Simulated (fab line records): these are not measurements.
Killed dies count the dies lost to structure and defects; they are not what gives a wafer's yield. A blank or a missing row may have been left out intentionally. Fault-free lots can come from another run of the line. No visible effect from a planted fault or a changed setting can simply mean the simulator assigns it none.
The same fault as seen by 2 desks | flow berkeley cmos170 | only its own numbers are on each desk; what lay behind them is given at the end

== DESK OF THE TOOL OWNER: pvd sputter-01 ==
The tool's own readings at UCB170_M1_SPUTTER_00 (material Al, target thk 600 nm, time 80 s): means of the sampled wafers that have a number, for each lot that ran on this tool. A lot is out of limits, marked OUT, if its mean lies more than 4 standard deviations from the usual mean; the brackets give that distance.
Columns: A = throttle valve pct at UCB170_M1_SPUTTER_00, usual 30.3 %
lot  | first seen here | A
L626 | day 8 10:26     | 29.5
L630 | day 8 19:38     | 30.6
L632 | day 9 09:08     | 30.3
This desk's finding: nothing out of limits on any of the 3 lots.

== AT THE METROLOGY DESK ==
What the gauges read for every lot (on any tool): the sampled wafers with a number, averaged. A lot is out of limits, marked OUT, if its mean lies more than 4 standard deviations from the usual mean; the brackets give that distance.
Columns: A = NLDD_RS at UCB170_SDANNEAL_RS_MEAS_05, usual 618.5 ohm/sq; B = CONTACT_PSG_THK at UCB170_CONTACT_THK_MEAS_02, usual 700 nm; C = M1_AL_RS at UCB170_M1_RS_MEAS_01, usual 0.0485 ohm/sq; D = M1_AL_THK at UCB170_M1_THK_MEAS_02, usual 603 nm
lot  | first seen here | A     | B   | C                 | D
L622 | day 7 11:29     | 619.6 | 689 | 0.0483            | 613
L627 | day 8 03:59     | 615.7 | 700 | 0.0486            | 608
L626 | day 8 04:27     | 620.0 | 695 | 0.0489            | 592
L630 | day 8 12:51     | 620.3 | 702 | 0.0530 (+8.0) OUT | 557 (-5.6) OUT
L628 | day 8 13:30     | 620.4 | 694 | 0.0481            | 606
L632 | day 9 01:48     | 619.5 | 692 | 0.0540 (+9.7) OUT | 546 (-6.9) OUT
L634 | day 9 01:55     | 617.4 | 705 | 0.0488            | 599
L635 | day 10 04:58    | 617.4 | 704 | 0.0486            | 600
L636 | day 10 04:58    | 620.4 | 700 | 0.0484            | 601
L639 | day 10 05:05    | 617.9 | 699 | 0.0490            | 593
L638 | day 10 05:26    | 617.1 | 711 | 0.0486            | 605
L637 | day 10 05:28    | 619.2 | 699 | 0.0482            | 603
L642 | day 10 20:39    | 618.0 | 706 | 0.0489            | 598
L643 | day 10 21:35    | 618.6 | 695 | 0.0484            | 605
This desk reports L630, L632 out of limits; the earliest was L630 at day 8 19:42 (M1_AL_RS at UCB170_M1_RS_MEAS_01). L622, L627, L626, L628, L634, L635, L636, L639, L638, L637, L642, L643 stayed within limits.

== BROUGHT TOGETHER ==
On L630, L632, the metrology desk was in a position to raise an alarm at day 8 19:42.
The desk of the tool owner found nothing out of limits.
Tool owner's desk: L630, L632 on record, inside its limits.
UCB170_M1_SPUTTER_00 was run on pvd sputter-01 by each of the lots named.

== WHAT THE SIMULATOR HAD PUT IN ==
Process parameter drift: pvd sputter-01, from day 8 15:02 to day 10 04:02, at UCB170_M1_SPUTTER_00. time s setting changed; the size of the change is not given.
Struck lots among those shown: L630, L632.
Delay in hours, fault start to first out-of-limits reading, per desk: metrology desk 5.
